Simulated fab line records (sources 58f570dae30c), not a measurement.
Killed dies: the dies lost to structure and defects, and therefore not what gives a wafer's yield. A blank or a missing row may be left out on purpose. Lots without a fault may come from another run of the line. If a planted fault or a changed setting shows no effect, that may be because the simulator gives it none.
Which tool is to blame? || flow berkeley cmos170 || 14 lots with 42 wafers sampled at 4 steps, on a route of 331 steps

== WHAT THE GAUGES READ, wafer by wafer ==
UCB170_M2_OVL_MEAS_16. Usual: M2_OVL -4 nm, standard deviation 5.3.
{"lot": "L969", "measured": "day 8 08:22", "on": "overlay-02", "M2_OVL (nm)": "-5 3 0", "flag": ""}
{"lot": "L972", "measured": "day 8 20:28", "on": "overlay-02", "M2_OVL (nm)": "-5 -2 -4", "flag": ""}
{"lot": "L973", "measured": "day 9 09:04", "on": "overlay-02", "M2_OVL (nm)": "1 -1 -1", "flag": ""}
{"lot": "L977", "measured": "day 10 16:35", "on": "overlay-01", "M2_OVL (nm)": "-6 -5 -11", "flag": ""}
{"lot": "L980", "measured": "day 10 11:02", "on": "overlay-02", "M2_OVL (nm)": "-3 -8 -8", "flag": ""}
{"lot": "L979", "measured": "day 10 16:50", "on": "overlay-01", "M2_OVL (nm)": "-6 -2 -2", "flag": ""}
{"lot": "L982", "measured": "day 11 05:40", "on": "overlay-01", "M2_OVL (nm)": "-1 0 -3", "flag": ""}
{"lot": "L981", "measured": "day 11 07:09", "on": "overlay-01", "M2_OVL (nm)": "1 9 -1", "flag": ""}
{"lot": "L985", "measured": "day 11 20:55", "on": "overlay-01", "M2_OVL (nm)": "-6 -2 -2", "flag": ""}
{"lot": "L986", "measured": "day 12 12:50", "on": "overlay-01", "M2_OVL (nm)": "0 -4 1", "flag": ""}
{"lot": "L988", "measured": "day 12 20:37", "on": "overlay-02", "M2_OVL (nm)": "-12 -4 -12", "flag": ""}
{"lot": "L990", "measured": "day 13 22:26", "on": "overlay-01", "M2_OVL (nm)": "-11 -14 -13", "flag": ""}
{"lot": "L989", "measured": "day 13 06:37", "on": "overlay-02", "M2_OVL (nm)": "-2 -7 -7", "flag": ""}
{"lot": "L992", "measured": "day 13 21:01", "on": "overlay-01", "M2_OVL (nm)": "0 0 4", "flag": ""}

UCB170_V2_BOW_MEAS_03. Usual: V2_BOW 38 um, standard deviation 7.
{"lot": "L969", "measured": "day 8 09:33", "on": "film metro-02", "V2_BOW (um)": "36 45 38", "flag": ""}
{"lot": "L972", "measured": "day 8 21:40", "on": "film metro-04", "V2_BOW (um)": "46 28 25", "flag": ""}
{"lot": "L973", "measured": "day 9 10:04", "on": "film metro-01", "V2_BOW (um)": "37 29 33", "flag": ""}
{"lot": "L977", "measured": "day 10 17:41", "on": "film metro-01", "V2_BOW (um)": "34 39 42", "flag": ""}
{"lot": "L980", "measured": "day 10 12:07", "on": "film metro-04", "V2_BOW (um)": "41 38 41", "flag": ""}
{"lot": "L979", "measured": "day 10 18:16", "on": "film metro-04", "V2_BOW (um)": "49 33 37", "flag": ""}
{"lot": "L982", "measured": "day 11 06:40", "on": "film metro-01", "V2_BOW (um)": "41 45 36", "flag": ""}
{"lot": "L981", "measured": "day 11 08:21", "on": "film metro-02", "V2_BOW (um)": "40 49 40", "flag": ""}
{"lot": "L985", "measured": "day 11 21:57", "on": "film metro-01", "V2_BOW (um)": "39 50 39", "flag": ""}
{"lot": "L986", "measured": "day 12 13:50", "on": "film metro-04", "V2_BOW (um)": "47 48 47", "flag": ""}
{"lot": "L988", "measured": "day 12 21:37", "on": "film metro-02", "V2_BOW (um)": "36 39 38", "flag": ""}
{"lot": "L990", "measured": "day 13 23:26", "on": "film metro-01", "V2_BOW (um)": "33 34 45", "flag": ""}
{"lot": "L989", "measured": "day 13 07:37", "on": "film metro-02", "V2_BOW (um)": "43 41 42", "flag": ""}
{"lot": "L992", "measured": "day 13 22:02", "on": "film metro-02", "V2_BOW (um)": "42 32 40", "flag": ""}

UCB170_M3_OVL_MEAS_16. Usual: M3_OVL -7 nm, standard deviation 3.9.
{"lot": "L969", "measured": "day 8 14:06", "on": "overlay-01", "M3_OVL (nm)": "-11 -3 -8", "flag": ""}
{"lot": "L972", "measured": "day 9 01:33", "on": "overlay-02", "M3_OVL (nm)": "-11 -10 -11", "flag": ""}
{"lot": "L973", "measured": "day 9 13:57", "on": "overlay-02", "M3_OVL (nm)": "-12 -11 -4", "flag": ""}
{"lot": "L977", "measured": "day 10 21:42", "on": "overlay-01", "M3_OVL (nm)": "-7 -8 -6", "flag": ""}
{"lot": "L980", "measured": "day 10 16:50", "on": "overlay-02", "M3_OVL (nm)": "-4 -4 -8", "flag": ""}
{"lot": "L979", "measured": "day 10 22:18", "on": "overlay-01", "M3_OVL (nm)": "-11 -6 -8", "flag": ""}
{"lot": "L982", "measured": "day 11 10:41", "on": "overlay-01", "M3_OVL (nm)": "-11 -2 -10", "flag": ""}
{"lot": "L981", "measured": "day 11 12:39", "on": "overlay-02", "M3_OVL (nm)": "-13 -8 -10", "flag": ""}
{"lot": "L985", "measured": "day 12 02:18", "on": "overlay-02", "M3_OVL (nm)": "-8 -6 -11", "flag": ""}
{"lot": "L986", "measured": "day 12 18:43", "on": "overlay-02", "M3_OVL (nm)": "-11 -11 -8", "flag": ""}
{"lot": "L988", "measured": "day 13 02:44", "on": "overlay-01", "M3_OVL (nm)": "-6 -3 -6", "flag": ""}
{"lot": "L990", "measured": "day 14 05:12", "on": "overlay-02", "M3_OVL (nm)": "-11 -8 -12", "flag": ""}
{"lot": "L989", "measured": "day 13 13:07", "on": "overlay-02", "M3_OVL (nm)": "-7 -11 -5", "flag": ""}
{"lot": "L992", "measured": "day 14 02:19", "on": "overlay-02", "M3_OVL (nm)": "-12 -7 -8", "flag": ""}

== WHICH TOOL RAN EACH LOT (tool, then ch and the chambers of the sampled wafers, then the start) ==
{"lot": "L969", "UCB170_NWELL_CLEAN_17": "wet bench-02 ch 3, day 2 16:20"}
{"lot": "L972", "UCB170_NWELL_CLEAN_17": "wet bench-02 ch 0, day 2 21:34"}
{"lot": "L973", "UCB170_NWELL_CLEAN_17": "wet bench-02 ch 3, day 3 13:25"}
{"lot": "L977", "UCB170_NWELL_CLEAN_17": "wet bench-02 ch 3, day 4 06:46"}
{"lot": "L980", "UCB170_NWELL_CLEAN_17": "wet bench-01 ch 0, day 4 15:58"}
{"lot": "L979", "UCB170_NWELL_CLEAN_17": "wet bench-01 ch 2, day 4 16:11"}
{"lot": "L982", "UCB170_NWELL_CLEAN_17": "wet bench-03 ch 0, day 5 00:51"}
{"lot": "L981", "UCB170_NWELL_CLEAN_17": "wet bench-03 ch 0, day 5 01:07"}
{"lot": "L985", "UCB170_NWELL_CLEAN_17": "wet bench-02 ch 3, day 5 18:08"}
{"lot": "L986", "UCB170_NWELL_CLEAN_17": "wet bench-02 ch 2, day 6 01:25"}
{"lot": "L988", "UCB170_NWELL_CLEAN_17": "wet bench-02 ch 0, day 6 11:31"}
{"lot": "L990", "UCB170_NWELL_CLEAN_17": "wet bench-02 ch 3, day 6 22:16"}
{"lot": "L989", "UCB170_NWELL_CLEAN_17": "wet bench-02 ch 3, day 6 22:51"}
{"lot": "L992", "UCB170_NWELL_CLEAN_17": "wet bench-02 ch 1, day 7 06:59"}
- UCB170_NWELL_CLEAN_17: cleans in SPM, time 600 s.

== AS READ BY THE TOOLS THEMSELVES (means over the sampled wafers that have a number; for cases with no such wafer, the mark the record gives instead) ==
The record holds no such reading with a usual standard deviation.

== THE ANSWER, worked out from the rows above alone ==
Rule: a lot counts as off when the mean over its wafers that have a number is more than 3 standard deviations away from the usual mean. Also off: a lot with no number at a reading for which 4 or more lots have one. The other lots that the step has rows for count as sound. After the gauges, taken in route order, come the tools' own readings; for these a lot's mean is taken, as printed above. The first step at which some lot is off is used, and at that step the reading that is off furthest; a lot without a number counts as furthest.
None of the lots is off at any reading shown; this tells nothing.

== WHAT WAS PUT IN BY THE SIMULATOR ==
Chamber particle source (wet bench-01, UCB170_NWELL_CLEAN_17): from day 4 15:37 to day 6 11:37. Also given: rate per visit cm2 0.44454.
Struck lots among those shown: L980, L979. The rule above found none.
